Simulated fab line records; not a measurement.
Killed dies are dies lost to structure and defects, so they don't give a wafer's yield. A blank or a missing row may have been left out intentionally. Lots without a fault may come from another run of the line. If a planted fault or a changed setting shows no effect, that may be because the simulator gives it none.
fab line records + flow berkeleyCmos170
record:
- lots: 15
- wafers: 45
- lastDay: 13
route steps=331 shown NVT@111 CONTACT@234 V1@270 M2@287
lots that met no fault: from a run of the same line without faults
startH: the number of hours between the record's first day and the start of the first shown wafer of the lot + waitH: time in hours since the lot's previous step + " identical to the entry in the row above + L1.1+2: several wafers, shown together as one row + - no value, or no start given + * or withheld: withheld + < > ~ a bound
route shown NAME@n: a module of which the file shows steps, and the number in the route of the first + usual: mean/standard deviation of fault-free wafers + same: alike in all rows + chamber/n: place in a boat + sites: the reading at each site + _std_site: standard deviation of those values + _edge_site: outer sites' mean less inner sites' + radiusMm: for every site, how far away it sits from the centre of the wafer + mask NAME#n: copy n + behind: the tool/chamber that last shaped the wafer + hold: reason for holding the lot/hours on hold/outcome of the hold + device: names the non-switching transistor (n, p or np) + end of line: the route-end tests of the same wafers + step lacking rows: just its recipe + killed: count of dies lost to structure and defects at first sort (not the wafer's yield) + map: the dies of a wafer, with x for killed, . for not killed, _ for no die there
set.NAME: setting as actually run; set.NAME@STEP: the setting as run at that earlier step + model.NAME: the simulator's own value behind a step, which no gauge read
the route's steps for a sample of lots (tables are steps, rows are wafers)
services: from which hour (startH, from the record's first day; less than 0 if before it) a tool's chamber was out of use, for how many hours, and why
== steps ==
step: UCB170_NVT_IMPLANT_07
recipe:
- species: BF2
- doseCm2: 3e+12
- energyKev: 50
- tiltDeg: 7
usual:
- beamEnergyKeV: 49.998/0.014
| lot.wafer | tool         | chamber | startH | waitH | beamEnergyKeV |
|-----------|--------------|---------|--------|-------|---------------|
| L494.3    | implanter-01 | 0       | 136.29 | 0.1   | 50.005        |
| L494.4    | "            | 0       | "      | "     | 49.997        |
| L494.5    | "            | 0       | "      | "     | 50.001        |
| L495.3    | implanter-02 | 0       | 150.16 | 0.1   | 50.011        |
| L495.5    | "            | 0       | "      | "     | 50.004        |
| L495.6    | "            | 0       | "      | "     | 49.998        |
| L496.3    | implanter-03 | 0       | 150.88 | 0.1   | 49.998        |
| L496.4    | "            | 0       | "      | "     | 49.992        |
| L496.5    | "            | 0       | "      | "     | 50.004        |
| L498.2    | implanter-03 | 0       | 168.78 | 0.0   | 49.961        |
| L498.3    | "            | 0       | "      | "     | 49.987        |
| L498.5    | "            | 0       | "      | "     | 49.968        |
| L500.1    | implanter-01 | 0       | 169.03 | 0.0   | 50.002        |
| L500.4    | "            | 0       | "      | "     | 49.987        |
| L500.5    | "            | 0       | "      | "     | 50.001        |
| L497.1    | implanter-02 | 0       | 169.18 | 0.0   | 49.980        |
| L497.3    | "            | 0       | "      | "     | 49.997        |
| L497.6    | "            | 0       | "      | "     | 49.997        |
| L501.2    | implanter-03 | 0       | 169.48 | 0.0   | 49.992        |
| L501.3    | "            | 0       | "      | "     | 50.014        |
| L501.5    | "            | 0       | "      | "     | 49.991        |
| L503.1    | implanter-01 | 0       | 177.78 | 0.0   | 50.001        |
| L503.3    | "            | 0       | "      | "     | 50.005        |
| L503.6    | "            | 0       | "      | "     | 49.988        |
| L505.2    | implanter-03 | 0       | 189.47 | 0.0   | 67.496        |
| L505.3    | "            | 0       | "      | "     | 67.467        |
| L505.6    | "            | 0       | "      | "     | 67.498        |
| L508.1    | implanter-03 | 0       | 200.64 | 0.0   | 67.523        |
| L508.2    | "            | 0       | "      | "     | 67.521        |
| L508.3    | "            | 0       | "      | "     | 67.520        |
| L507.1    | implanter-03 | 0       | 201.34 | 0.0   | 67.480        |
| L507.2    | "            | 0       | "      | "     | 67.481        |
| L507.5    | "            | 0       | "      | "     | 67.474        |
| L513.1    | implanter-02 | 0       | 227.01 | 0.0   | 50.011        |
| L513.4    | "            | 0       | "      | "     | 50.001        |
| L513.5    | "            | 0       | "      | "     | 49.987        |
| L512.3    | implanter-01 | 0       | 227.34 | 0.1   | 50.017        |
| L512.5    | "            | 0       | "      | "     | 49.990        |
| L512.6    | "            | 0       | "      | "     | 50.016        |
| L514.1    | implanter-01 | 0       | 237.62 | 0.0   | 49.998        |
| L514.5    | "            | 0       | "      | "     | 50.010        |
| L514.6    | "            | 0       | "      | "     | 50.013        |
| L516.2    | implanter-01 | 0       | 245.63 | 0.0   | 50.004        |
| L516.3    | "            | 0       | "      | "     | 50.005        |
| L516.4    | "            | 0       | "      | "     | 50.012        |
step: UCB170_NVT_TW_MEAS_09
usual:
- NVT_TW: 525.2/2.2
| lot.wafer | tool         | chamber | startH | waitH | NVT_TW |
|-----------|--------------|---------|--------|-------|--------|
| L494.3    | filmMetro-03 | -       | 136.51 | 0.1   | 525.6  |
| L494.4    | "            | -       | "      | "     | 522.2  |
| L494.5    | "            | -       | "      | "     | 523.5  |
| L495.3    | filmMetro-04 | -       | 150.38 | 0.1   | 527.4  |
| L495.5    | "            | -       | "      | "     | 529.1  |
| L495.6    | "            | -       | "      | "     | 529.5  |
| L496.3    | filmMetro-04 | -       | 151.10 | 0.1   | 526.0  |
| L496.4    | "            | -       | "      | "     | 527.9  |
| L496.5    | "            | -       | "      | "     | 524.6  |
| L498.2    | filmMetro-03 | -       | 169.02 | 0.1   | 525.9  |
| L498.3    | "            | -       | "      | "     | 527.5  |
| L498.5    | "            | -       | "      | "     | 525.0  |
| L500.1    | filmMetro-04 | -       | 169.28 | 0.1   | 523.7  |
| L500.4    | "            | -       | "      | "     | 525.4  |
| L500.5    | "            | -       | "      | "     | 525.4  |
| L497.1    | filmMetro-03 | -       | 169.43 | 0.1   | 523.9  |
| L497.3    | "            | -       | "      | "     | 525.5  |
| L497.6    | "            | -       | "      | "     | 522.8  |
| L501.2    | filmMetro-03 | -       | 169.71 | 0.1   | 528.1  |
| L501.3    | "            | -       | "      | "     | 527.7  |
| L501.5    | "            | -       | "      | "     | 527.5  |
| L503.1    | filmMetro-04 | -       | 178.03 | 0.1   | 523.8  |
| L503.3    | "            | -       | "      | "     | 524.2  |
| L503.6    | "            | -       | "      | "     | 523.4  |
| L505.2    | filmMetro-04 | -       | 189.71 | 0.1   | 565.6  |
| L505.3    | "            | -       | "      | "     | 561.6  |
| L505.6    | "            | -       | "      | "     | 561.9  |
| L508.1    | filmMetro-04 | -       | 200.89 | 0.1   | 566.6  |
| L508.2    | "            | -       | "      | "     | 565.0  |
| L508.3    | "            | -       | "      | "     | 569.8  |
| L507.1    | filmMetro-01 | -       | 201.59 | 0.1   | 569.1  |
| L507.2    | "            | -       | "      | "     | 565.3  |
| L507.5    | "            | -       | "      | "     | 569.4  |
| L513.1    | filmMetro-01 | -       | 227.26 | 0.1   | 527.9  |
| L513.4    | "            | -       | "      | "     | 527.4  |
| L513.5    | "            | -       | "      | "     | 523.5  |
| L512.3    | filmMetro-03 | -       | 227.56 | 0.1   | 527.0  |
| L512.5    | "            | -       | "      | "     | 522.9  |
| L512.6    | "            | -       | "      | "     | 525.7  |
| L514.1    | filmMetro-01 | -       | 237.87 | 0.1   | 523.9  |
| L514.5    | "            | -       | "      | "     | 522.8  |
| L514.6    | "            | -       | "      | "     | 521.7  |
| L516.2    | filmMetro-01 | -       | 245.86 | 0.1   | 527.2  |
| L516.3    | "            | -       | "      | "     | 526.0  |
| L516.4    | "            | -       | "      | "     | 526.7  |
step: UCB170_CONTACT_ETCH_18
recipe:
- chemistry: CHF3/CF4/Ar
- target: PSG
- stopOn: TiSi2
- CHF3_flow_sccm: 45
- cf4FlowSccm: 15
- Ar_flow_sccm: 150
- pressureMtorr: 200
- rfW: 700
- targetDepthA: 8400
- overEtchFrac: 0.2
- timeS: 195
usual:
- drypumpMotorCurrentA: 5.7/0.42
- oesProductAu: 0.898/0.011
- throttleValvePct: 6.89/0.13
| lot.wafer | tool       | chamber | startH | waitH | drypumpMotorCurrentA | oesProductAu | rfHoursCounterH | throttleValvePct |
|-----------|------------|---------|--------|-------|----------------------|--------------|-----------------|------------------|
| L494.3    | rieDiel-04 | 3       | -      | -     | 5.9                  | 0.891        | 3               | 6.86             |
| L494.4    | "          | 1       | "      | "     | 6.3                  | 0.884        | 39              | 6.77             |
| L494.5    | "          | 3       | "      | "     | 6.0                  | 0.884        | -               | 6.85             |
| L495.3    | rieDiel-03 | 2       | -      | -     | 5.7                  | 0.901        | 81              | 7.08             |
| L495.5    | "          | 2       | "      | "     | 5.7                  | 0.901        | -               | 7.07             |
| L495.6    | "          | 3       | "      | "     | 6.5                  | 0.895        | -               | 7.04             |
| L496.3    | rieDiel-01 | 1       | -      | -     | 5.6                  | 0.894        | 13              | 6.71             |
| L496.4    | "          | 3       | "      | "     | 5.6                  | 0.893        | 15              | 7.06             |
| L496.5    | "          | 3       | "      | "     | 5.5                  | 0.911        | -               | 7.06             |
| L500.1    | rieDiel-01 | 0       | -      | -     | 5.2                  | 0.895        | 19              | 6.81             |
| L500.4    | "          | 3       | "      | "     | 5.5                  | 0.884        | 16              | 7.06             |
| L500.5    | "          | 2       | "      | "     | 6.0                  | 0.894        | -               | 6.97             |
| L498.2    | rieDiel-03 | 0       | -      | -     | 5.6                  | 0.906        | 131             | 6.88             |
| L498.3    | "          | 1       | "      | "     | 5.6                  | 0.910        | 4               | 7.01             |
| L498.5    | "          | 2       | "      | "     | 5.8                  | 0.899        | -               | 7.08             |
| L501.2    | rieDiel-01 | 2       | -      | -     | 6.0                  | 0.900        | 129             | 6.99             |
| L501.3    | "          | 1       | "      | "     | 5.6                  | 0.884        | 14              | 6.72             |
| L501.5    | "          | 0       | "      | "     | 5.2                  | 0.902        | -               | 6.80             |
| L497.1    | rieDiel-03 | 1       | -      | -     | 5.6                  | 0.898        | 4               | 7.02             |
| L497.3    | "          | 2       | "      | "     | 5.7                  | 0.906        | 82              | 7.06             |
| L497.6    | "          | 3       | "      | "     | 6.5                  | 0.895        | -               | 7.02             |
| L503.1    | rieDiel-01 | 3       | -      | -     | 5.6                  | 0.904        | 17              | 7.05             |
| L503.3    | "          | 0       | "      | "     | 5.2                  | 0.899        | 19              | 6.83             |
| L503.6    | "          | 1       | "      | "     | 5.6                  | 0.883        | -               | 6.70             |
| L505.2    | rieDiel-01 | 2       | -      | -     | 6.1                  | 0.900        | 130             | 6.99             |
| L505.3    | "          | 3       | "      | "     | 5.5                  | 0.900        | 17              | 7.06             |
| L505.6    | "          | 1       | "      | "     | 5.6                  | 0.894        | -               | 6.73             |
| L508.1    | rieDiel-03 | 1       | -      | -     | 5.6                  | 0.896        | 6               | 7.04             |
| L508.2    | "          | 2       | "      | "     | 5.8                  | 0.897        | 84              | 7.07             |
| L508.3    | "          | 3       | "      | "     | 6.5                  | 0.906        | 14              | 7.03             |
| L507.1    | rieDiel-04 | 2       | -      | -     | 5.0                  | 0.907        | 94              | 6.92             |
| L507.2    | "          | 1       | "      | "     | 6.3                  | 0.884        | 43              | 6.77             |
| L507.5    | "          | 2       | "      | "     | 5.0                  | 0.910        | -               | 6.92             |
| L512.3    | rieDiel-01 | 0       | -      | -     | 5.2                  | 0.902        | 21              | 6.80             |
| L512.5    | "          | 0       | "      | "     | 5.2                  | 0.895        | -               | 6.80             |
| L512.6    | "          | 1       | "      | "     | 5.6                  | 0.881        | -               | 6.73             |
| L513.1    | rieDiel-04 | 1       | -      | -     | 6.3                  | 0.884        | 44              | 6.77             |
| L513.4    | "          | 0       | "      | "     | 5.7                  | 0.914        | 10              | 6.72             |
| L513.5    | "          | 3       | "      | "     | 5.9                  | 0.882        | -               | 6.86             |
| L514.1    | rieDiel-01 | 1       | -      | -     | 5.6                  | 0.892        | 17              | 6.71             |
| L514.5    | "          | 2       | "      | "     | 6.1                  | 0.906        | -               | 6.96             |
| L514.6    | "          | 3       | "      | "     | 5.6                  | 0.908        | -               | 7.03             |
| L516.2    | rieDiel-03 | 2       | -      | -     | 5.7                  | 0.909        | 86              | 7.08             |
| L516.3    | "          | 3       | "      | "     | 6.5                  | 0.900        | 16              | 7.02             |
| L516.4    | "          | 2       | "      | "     | 5.7                  | 0.908        | -               | 7.07             |
step: UCB170_V1_CD_MEAS_90
recipe:
- targetCdNm: 700
usual:
- cdNm: 700.0/1.8
| lot.wafer | tool     | chamber | startH | waitH | cdNm  |
|-----------|----------|---------|--------|-------|-------|
| L494.3    | cdSem-02 | -       | 181.74 | 0.1   | 703.2 |
| L494.4    | "        | -       | "      | "     | 701.9 |
| L494.5    | "        | -       | "      | "     | 702.7 |
| L495.3    | cdSem-01 | -       | 196.81 | 0.1   | 699.6 |
| L495.5    | "        | -       | "      | "     | 700.4 |
| L495.6    | "        | -       | "      | "     | 699.6 |
| L496.3    | cdSem-01 | -       | 198.01 | 0.1   | 697.3 |
| L496.4    | "        | -       | "      | "     | 697.1 |
| L496.5    | "        | -       | "      | "     | 697.6 |
| L500.1    | cdSem-01 | -       | 219.05 | 0.1   | 697.3 |
| L500.4    | "        | -       | "      | "     | 700.1 |
| L500.5    | "        | -       | "      | "     | 696.7 |
| L498.2    | cdSem-01 | -       | 219.31 | 0.1   | 698.4 |
| L498.3    | "        | -       | "      | "     | 699.2 |
| L498.5    | "        | -       | "      | "     | 698.5 |
| L501.2    | cdSem-02 | -       | 220.11 | 0.1   | 698.1 |
| L501.3    | "        | -       | "      | "     | 697.9 |
| L501.5    | "        | -       | "      | "     | 697.6 |
| L497.1    | cdSem-02 | -       | 220.31 | 0.1   | 698.8 |
| L497.3    | "        | -       | "      | "     | 698.9 |
| L497.6    | "        | -       | "      | "     | 697.1 |
| L503.1    | cdSem-02 | -       | 223.79 | 0.1   | 702.1 |
| L503.3    | "        | -       | "      | "     | 700.4 |
| L503.6    | "        | -       | "      | "     | 701.9 |
| L505.2    | cdSem-01 | -       | 237.76 | 0.1   | 700.5 |
| L505.3    | "        | -       | "      | "     | 701.8 |
| L505.6    | "        | -       | "      | "     | 701.4 |
| L508.1    | cdSem-02 | -       | 254.68 | 0.1   | 701.0 |
| L508.2    | "        | -       | "      | "     | 700.1 |
| L508.3    | "        | -       | "      | "     | 700.8 |
| L507.1    | cdSem-02 | -       | 255.04 | 0.2   | 700.4 |
| L507.2    | "        | -       | "      | "     | 699.8 |
| L507.5    | "        | -       | "      | "     | 701.6 |
| L512.3    | cdSem-02 | -       | 272.22 | 0.1   | 700.7 |
| L512.5    | "        | -       | "      | "     | 701.3 |
| L512.6    | "        | -       | "      | "     | 700.0 |
| L513.1    | cdSem-01 | -       | 272.38 | 0.1   | 701.0 |
| L513.4    | "        | -       | "      | "     | 698.6 |
| L513.5    | "        | -       | "      | "     | 700.0 |
| L514.1    | cdSem-02 | -       | 283.13 | 0.1   | 700.6 |
| L514.5    | "        | -       | "      | "     | 700.0 |
| L514.6    | "        | -       | "      | "     | 700.2 |
| L516.2    | cdSem-01 | -       | 295.46 | 0.1   | 700.0 |
| L516.3    | "        | -       | "      | "     | 699.3 |
| L516.4    | "        | -       | "      | "     | 700.7 |
step: UCB170_M2_OVL_MEAS_16
usual:
- M2_OVL: -1/5.7
| lot.wafer | tool       | chamber | startH | waitH | M2_OVL[nm] |
|-----------|------------|---------|--------|-------|------------|
| L494.3    | overlay-01 | -       | 184.22 | 0.1   | 1          |
| L494.4    | "          | -       | "      | "     | -3         |
| L494.5    | "          | -       | "      | "     | -2         |
| L495.3    | overlay-01 | -       | 199.24 | 0.1   | 4          |
| L495.5    | "          | -       | "      | "     | 2          |
| L495.6    | "          | -       | "      | "     | 0          |
| L496.3    | overlay-02 | -       | 200.46 | 0.1   | -5         |
| L496.4    | "          | -       | "      | "     | -1         |
| L496.5    | "          | -       | "      | "     | -10        |
| L500.1    | overlay-02 | -       | 222.42 | 0.1   | -15        |
| L500.4    | "          | -       | "      | "     | -12        |
| L500.5    | "          | -       | "      | "     | -9         |
| L498.2    | overlay-01 | -       | 222.92 | 0.1   | -3         |
| L498.3    | "          | -       | "      | "     | 0          |
| L498.5    | "          | -       | "      | "     | -1         |
| L501.2    | overlay-02 | -       | 223.83 | 0.1   | -9         |
| L501.3    | "          | -       | "      | "     | 0          |
| L501.5    | "          | -       | "      | "     | -10        |
| L497.1    | overlay-01 | -       | 224.20 | 0.1   | 2          |
| L497.3    | "          | -       | "      | "     | -5         |
| L497.6    | "          | -       | "      | "     | -1         |
| L503.1    | overlay-02 | -       | 226.14 | 0.1   | -10        |
| L503.3    | "          | -       | "      | "     | -12        |
| L503.6    | "          | -       | "      | "     | -9         |
| L505.2    | overlay-01 | -       | 242.30 | 0.1   | 4          |
| L505.3    | "          | -       | "      | "     | 0          |
| L505.6    | "          | -       | "      | "     | 6          |
| L508.1    | overlay-01 | -       | 257.13 | 0.1   | -10        |
| L508.2    | "          | -       | "      | "     | -5         |
| L508.3    | "          | -       | "      | "     | -3         |
| L507.1    | overlay-02 | -       | 257.61 | 0.1   | -7         |
| L507.2    | "          | -       | "      | "     | -6         |
| L507.5    | "          | -       | "      | "     | -5         |
| L512.3    | overlay-01 | -       | 274.47 | 0.1   | 2          |
| L512.5    | "          | -       | "      | "     | -2         |
| L512.6    | "          | -       | "      | "     | -1         |
| L513.1    | overlay-02 | -       | 274.70 | 0.1   | 1          |
| L513.4    | "          | -       | "      | "     | 4          |
| L513.5    | "          | -       | "      | "     | -2         |
| L514.1    | overlay-02 | -       | 285.40 | 0.1   | 2          |
| L514.5    | "          | -       | "      | "     | 0          |
| L514.6    | "          | -       | "      | "     | 4          |
| L516.2    | overlay-02 | -       | 298.01 | 0.1   | -4         |
| L516.3    | "          | -       | "      | "     | 1          |
| L516.4    | "          | -       | "      | "     | 4          |
== services ==
| tool         | chamber | startH | hours | kind          |
|--------------|---------|--------|-------|---------------|
| implanter-02 | -       | 122.96 | 1.2   | repair        |
| rieDiel-03   | 2       | 124.13 | 2.6   | repair        |
| implanter-03 | -       | 162.43 | 3.8   | repair        |
| implanter-02 | -       | 172.92 | 5.2   | pm            |
| implanter-01 | -       | 178.55 | 2.4   | repair        |
| implanter-01 | -       | 183.71 | 2.0   | repair        |
| rieDiel-04   | 2       | 196.98 | 9.6   | repair        |
| rieDiel-01   | 0       | 227.24 | 2.7   | repair        |
| rieDiel-01   | -       | 236.72 | 15.6  | pm            |
| rieDiel-03   | -       | 252.30 | 4.3   | pm            |
| rieDiel-03   | 0       | 279.20 | -     | clean         |
| rieDiel-03   | 0       | 279.20 | 19.4  | scheduledDown |
| rieDiel-03   | 0       | 279.20 | 19.4  | ventCycle     |
| implanter-02 | -       | 280.44 | 5.4   | pm            |
| rieDiel-01   | 2       | 281.76 | -     | clean         |
| rieDiel-01   | 2       | 281.76 | 19.0  | scheduledDown |
| rieDiel-01   | 2       | 281.76 | 19.0  | ventCycle     |
== key ==
firstSign:
- step: UCB170_NVT_IMPLANT_07
- reading: beamEnergyKeV
- direction: up
- sigmas: 99+
- usual: 49.998
- struck: 67.496
effect:
- step: UCB170_NVT_TW_MEAS_09
- reading: NVT_TW
- direction: up
- sigmas: 19
- usual: 525.2
- struck: 566.0
metAt UCB170_NVT_IMPLANT_07
struckLots L505,L507,L508
sortLeftOut L508.1,L508.2,L508.3
testerLeftOut L505,L507,L508
notActingAt UCB170_CONTACT_ETCH_18,UCB170_V1_CD_MEAS_90,UCB170_M2_OVL_MEAS_16
onsetBetween 169.48 189.47
fault:
- kind: processParameterDrift
- tool: implanter-03
- chamber: -
- onsetH: 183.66
- steps: UCB170_NVT_IMPLANT_07
- channel: energyKev
- offset: 17.5
- shape: step
- endH: 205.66
- actsIn: theseRecipesOnly
- stated: 50
testerLeftOut: of these lots the tester's yield and bins aren't shown, on N5 and GAA mostly nor the transistor test; their killed dies are dies lost to structure and defects alone, not to doping, threshold or leakage, so they don't give the yield
sortLeftOut: the simulated sort isn't trusted on such a fault, so these wafers' sort isn't shown, and their yield isn't known
